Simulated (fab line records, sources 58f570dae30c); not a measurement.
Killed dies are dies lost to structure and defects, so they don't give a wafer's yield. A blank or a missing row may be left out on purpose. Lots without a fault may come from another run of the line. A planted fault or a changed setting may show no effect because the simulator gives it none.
Chamber matching | flow berkeley_cmos170 | UCB170_CONTACT_ETCH_17 on rie_diel-01: 3 sister chambers
The step etches BARC in N2/H2. 3 wafers are shown with their chamber, then 4 later ones without.

WAFERS WITH THEIR CHAMBER
wafer  | chamber | drypump_motor_current_A (A)
L603.5 | 2       | 5.93
L609.3 | 0       | 5.85
L605.5 | 1       | 6.52

WAFERS WITHOUT THEIR CHAMBER
wafer  | drypump_motor_current_A (A)
L605.6 | 5.86
L611.1 | 5.86
L611.5 | 5.91
L612.3 | 5.85

WHICH CHAMBER EACH WENT THROUGH
wafer  | from the rows above | in truth
L605.6 | 0                   | 0
L611.1 | 0                   | 0
L611.5 | 2                   | 2
L612.3 | 0                   | 0
Placed correctly: 4 of 4. Can't be placed from these rows: 0. Placed wrongly: 0.
How it was worked out, from the rows above alone: a wafer's distance from a chamber is the root of the sum, over the readings, of the square of ((its reading less the chamber's mean) divided by the reading's scatter). The wafer belongs to the nearest chamber; if the next one is less than 2 further off, it can't be placed. A chamber's mean is the mean of its shown wafers. The scatter: with one shown wafer a chamber, the root of the mean of the squares of how far each hidden wafer lies from its nearest shown one.
